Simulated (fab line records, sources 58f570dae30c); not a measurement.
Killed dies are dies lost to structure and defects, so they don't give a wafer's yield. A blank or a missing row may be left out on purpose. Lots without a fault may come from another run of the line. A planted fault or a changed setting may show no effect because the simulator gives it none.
Which tool did it? | flow berkeley_cmos170 | 7 lots, 21 wafers sampled, at 2 steps of a route of 331

WHAT THE GAUGES READ, wafer by wafer
UCB170_WELLDRIVE_THK_MEAS_02.
lot  | measured    | on            | WELLDRIVE_OXIDE_THK (nm)
L332 | day 4 05:15 | film_metro-03 | 202.0 199.1 203.5
L333 | day 4 05:15 | film_metro-01 | 201.7 201.8 200.8
L335 | day 4 14:05 | film_metro-04 | 200.1 206.7 206.1
L339 | day 5 07:23 | film_metro-03 | 200.8 201.0 202.0
L342 | day 6 09:38 | film_metro-03 | 219.8 217.8 219.6
L351 | day 8 04:34 | film_metro-03 | 205.0 200.5 200.0
L353 | day 8 17:36 | film_metro-03 | 205.1 203.0 203.8

WHICH TOOL RAN EACH LOT (tool, then ch and the chambers of the sampled wafers, then the start)
lot  | UCB170_WELLDRIVE_OXIDATION_01
L332 | furnace-01 ch 0, day 4 01:43
L333 | furnace-01 ch 0, day 4 01:43
L335 | furnace-04 ch 0, day 4 10:35
L339 | furnace-04 ch 0, day 5 03:53
L342 | furnace-02 ch 0, day 6 06:07
L351 | furnace-04 ch 0, day 8 01:04
L353 | furnace-04 ch 0, day 8 14:05
- UCB170_WELLDRIVE_OXIDATION_01: target thk 199 nm, ox time 9000 s.

THE ANSWER, worked out from the rows above alone
Rule: what is usual is taken from the lots themselves. Put in order of their means at a reading, lots are off if they are a third of the lots or fewer, leave a main group of 4 or more, and stand apart from it by a gap of 3 or more times the standard deviation of the main group's means; of several such gaps the widest counts. A main group whose means are all the same, to the digits that the tables above print for the reading, isn't used. A lot without any number at a reading at which 4 lots or more have one is off too. The other lots that the step has rows for count as sound.
Off: L342, at UCB170_WELLDRIVE_THK_MEAS_02 (WELLDRIVE_OXIDE_THK). The main group: mean 202.4 nm, standard deviation 1.2.
A tool fits if, at a process step before that reading, it ran every lot that is off, and no sound lot after the first of them. The gauges at UCB170_WELLDRIVE_THK_MEAS_02 are tried like those tools. One fits: furnace-02 at UCB170_WELLDRIVE_OXIDATION_01. It ran no sound lot before its first lot that is off in this sample, so the start can't be narrowed down.

WHAT THE SIMULATOR HAD PUT IN
Process parameter drift: furnace-02, from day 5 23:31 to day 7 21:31, at UCB170_WELLDRIVE_OXIDATION_01. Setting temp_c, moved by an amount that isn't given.
Lots struck among those shown: L342. The rule above found the same.
